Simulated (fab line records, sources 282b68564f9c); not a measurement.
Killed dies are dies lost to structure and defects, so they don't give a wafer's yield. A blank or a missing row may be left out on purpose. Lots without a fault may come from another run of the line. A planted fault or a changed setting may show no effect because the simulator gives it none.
A struck lot beside a sound one | flow rit_cmos | 15 steps out of a route of 202
Sound: wafers L709.1, L709.4, L709.6. Struck: wafer L720.5. (L720.1, L720.6 of the same lot were not struck and are left out.) The cause comes at the end.
At each step with rows: each side's tool, then ch and its chambers, then its first start. Under that, the readings that differ: sound wafers | struck wafers | difference of the means | sigmas: that difference in standard deviations of wafers without a fault.
alike: readings whose means differ by less than 2 such deviations, and words and numbers that are the same on both sides. not compared: withheld readings, readings that some wafer has no value for, bounds like >300 that may hide the same value, and numbers for which the record gives no deviation and whose values overlap.
The two part at a step that has a row with sigmas, a row that says differs or no value, or rows on one side only. Numbers that don't overlap but have no deviation are shown without sigmas and don't part them. A reading that every wafer of one side lacks parts them only if that side has two wafers or more.

RIT_M1_SPUTTER_00: material Al, target thk 400 nm, time 500 s.
  sound on pvd_sputter-03, day 4 22:31; struck on pvd_sputter-03, day 7 06:16
  alike: throttle_valve_pct
RIT_M1_RS_MEAS_01: measures by four-point-probe.
  sound on film_metro-04, day 4 22:49; struck on film_metro-04, day 7 06:34
  alike: M1_AL_RS
RIT_M1_THK_MEAS_02: measures by xrf.
  sound on film_metro-04, day 4 22:56; struck on film_metro-04, day 7 06:41
  alike: M1_AL_THK
then, 6 steps without rows for these wafers: RIT_M1_HMDS_03 (prime time 60 s); RIT_M1_COAT_04 (resist thk 1300 nm); RIT_M1_SOFTBAKE_05 (time 60 s); RIT_M1_EXPOSE_06 (exposes mask M12, target cd 2600 nm); RIT_M1_PEB_07; RIT_M1_DEVELOP_08 (develop time 68 s).
RIT_M1_CD_MEAS_09: target cd 2600 nm.
  sound on cd_sem-02, day 5 00:03; struck on cd_sem-01, day 7 07:38
  alike: cd_nm
RIT_M1_OVL_MEAS_10:
  sound on overlay-02, day 5 00:10; struck on overlay-01, day 7 07:45
  alike: M1_OVL
then, 1 step without rows for these wafers: RIT_M1_HARDBAKE_11 (time 120 s).
RIT_M1_METAL_ETCH_12: etches Al in Cl2/BCl3, stops on SiO2, time 165 s, target depth 600 nm.
  sound on rie_metal-02 ch 0,1, day 5 00:27; struck on rie_metal-02 ch 0, day 7 08:02
  reading                                 | sound                | struck | difference | sigmas
  oes_product_au (a.u.)                   | 0.769 0.756 0.767    | 0.983  | +0.219     | +26
  run_length_s (s)                        | 194.02 194.02 194.05 | 152.12 | -41.91     | -99 or more
  model.NOVOLAK_of_M1_COAT_04.thk_nm (nm) | 800 796.6 822.2      | 894.3  | +88.0      |
  model.M1.feature_depth_nm (nm)          | 424.9 420.6 419.8    | 410.5  | -11.3      |
  alike: chamber_pressure_mTorr, drypump_motor_current_A, throttle_valve_pct
  not compared: rf_hours_counter_h
then, 1 step without rows for these wafers: RIT_M1_STRIP_13 (strips in nmp, time 600 s).
RIT_M1_PROBE_99:
  sound on prober-01, day 5 03:55; struck on prober-01, day 7 11:44
  reading                                        | sound                | struck | difference | sigmas
  model.etest.tester.sort_n_pass                 | 255 261 255          | 3      | -254       |
  model.etest.tester.sort_yield_pct (%)          | 96.59 98.86 96.59    | 1.136  | -96.211    |
  model.etest.m1_comb_over_steps.leak_log10_a_um | -12.88 -12.76 -12.85 | -9.081 | +3.749     |
  alike: defect_limited_yield, killed_at_front_end, killed_dies, killed_open, killed_short
  not compared: model.etest.antenna_m1.vt_shift_v

WHERE THEY PART
Only at RIT_M1_METAL_ETCH_12, within this record. Later steps at which nothing parts them and some readings are alike: RIT_M1_PROBE_99.

WHY: what the simulator had put in
Process parameter drift: rie_metal-02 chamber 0, from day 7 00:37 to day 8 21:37, at RIT_M1_METAL_ETCH_12. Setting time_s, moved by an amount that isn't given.
